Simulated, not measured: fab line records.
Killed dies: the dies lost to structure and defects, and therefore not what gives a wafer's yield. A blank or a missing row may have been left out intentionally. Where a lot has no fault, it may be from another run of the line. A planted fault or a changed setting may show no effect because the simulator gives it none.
Lot-split experiment -- flow ritCmos -- 23 wafers read across 5 lots, on a route 202 steps long

== ON THE SPLIT ==
At RIT_FOX2_OXIDATION_00 (target thk 350.7 nm, ox time 1130 s), the setting tempC was moved away from the recipe's 1100 C on 20 of the 23 wafers read, by -2.3% to +2.0%. This setting was run at the recipe's value on the other wafers.

== FROM THE SPLIT TO THE READING: what the file shows between them, 16 steps ==
- RIT_FOX2_THK_MEAS_01
- RIT_FOX2_CLEAN_02: cleans in dHF, time 180 s
- RIT_FOX2_WET_ETCH_03: etches Si3N4 in H3PO4, target depth 195 nm, time 2700 s
- RIT_FOX2_THK_MEAS_90
- RIT_NWELL_SOFTBAKE_02: time 60 s (also split here: tempC)
- RIT_NWELL_EXPOSE_03: exposes mask M2, target cd 43900 nm
- RIT_NWELL_PEB_04
- RIT_NWELL_DEVELOP_05: develop time 68 s
- RIT_PWELL_COAT_01: resist thk 1300 nm (also split here: resistThkNm)
- RIT_NRETRO_COAT_01: resist thk 1300 nm (also split here: spinRpm)
- RIT_NRETRO_SOFTBAKE_02: time 60 s
- RIT_NRETRO_EXPOSE_03: exposes mask M4, target cd 43900 nm
- RIT_NRETRO_DEVELOP_05: develop time 68 s
- RIT_NRETRO_HARDBAKE_07: time 120 s
- RIT_PRETRO_IMPLANT_08 (also split here: energyKev)
- RIT_GATE_CLEAN_04: cleans in dHF, time 60 s (also split here: timeS)

== THE READING ==
FIELD_OXIDE_LEFT_2_THK in nanometres, read at RIT_FOX2_THK_MEAS_91. On this fab line, fault-free wafers typically give 256 nm with a standard deviation of 5.1 nm.

wafer,"tool, chamber at the split","tempC as run, C",against the recipe,"FIELD_OXIDE_LEFT_2_THK, nm",against lot-mates on the recipe
L074.2,"-, -",1075,-2.3%,219,no lot-mate on the recipe
L074.3,"-, -",1075,-2.3%,215,no lot-mate on the recipe
L074.4,"-, -",1075,-2.3%,217,no lot-mate on the recipe
L074.5,"-, -",1075,-2.3%,221,no lot-mate on the recipe
L074.6,"-, -",1075,-2.3%,219,no lot-mate on the recipe
L076.1,"-, -",1122,+2.0%,280,no lot-mate on the recipe
L076.2,"-, -",1122,+2.0%,285,no lot-mate on the recipe
L076.3,"-, -",1122,+2.0%,284,no lot-mate on the recipe
L076.4,"-, -",1122,+2.0%,287,no lot-mate on the recipe
L076.5,"-, -",1122,+2.0%,279,no lot-mate on the recipe
L078.1,"-, -",1085,-1.4%,235,no lot-mate on the recipe
L078.2,"-, -",1085,-1.4%,230,no lot-mate on the recipe
L078.3,"-, -",1085,-1.4%,231,no lot-mate on the recipe
L078.4,"-, -",1085,-1.4%,236,no lot-mate on the recipe
L078.5,"-, -",1085,-1.4%,234,no lot-mate on the recipe
L084.1,"-, -",1121,+1.9%,290,no lot-mate on the recipe
L084.2,"-, -",1121,+1.9%,286,no lot-mate on the recipe
L084.3,"-, -",1121,+1.9%,286,no lot-mate on the recipe
L084.4,"-, -",1121,+1.9%,295,no lot-mate on the recipe
L084.5,"-, -",1121,+1.9%,286,no lot-mate on the recipe
L085.1,"furnace-03, 0",1100,recipe,264,-
L085.2,"furnace-03, 0",1100,recipe,256,-
L085.3,"furnace-03, 0",1100,recipe,258,-

FIT RESULTS
A straight line over all 23 wafers: FIELD_OXIDE_LEFT_2_THK changes by +15.9 nm for each +1% of tempC; r = +0.99; the points scatter about the line by 4.2 nm.
Too few moved wafers with a lot-mate on the recipe to fit a line net of each lot's own level.

== THE WHOLE CHAIN: every reading that the file lists as answering this split, in the file's order ==
step,what it does,reading,change (the file's fit),r (the file's)
RIT_FOX2_OXIDATION_00,"target thk 350.7 nm, ox time 1130 s","SiO2_of_FOX2_OXIDATION_00.thkNm (the simulator's own value, which no gauge read)",+16.1 nm for each +1% of the setting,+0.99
RIT_FOX2_THK_MEAS_01,,FOX2_OXIDE_THK,+16.1 for each +1% of the setting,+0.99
RIT_FOX2_THK_MEAS_90,,FIELD_OXIDE_LEFT_1_THK,+16.1 for each +1% of the setting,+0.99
RIT_FOX2_THK_MEAS_91,,FIELD_OXIDE_LEFT_2_THK,+15.8 for each +1% of the setting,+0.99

== THE FILE'S OWN FIT ==
FIELD_OXIDE_LEFT_2_THK changes by +15.8 nm for each +1% of tempC, r = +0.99.
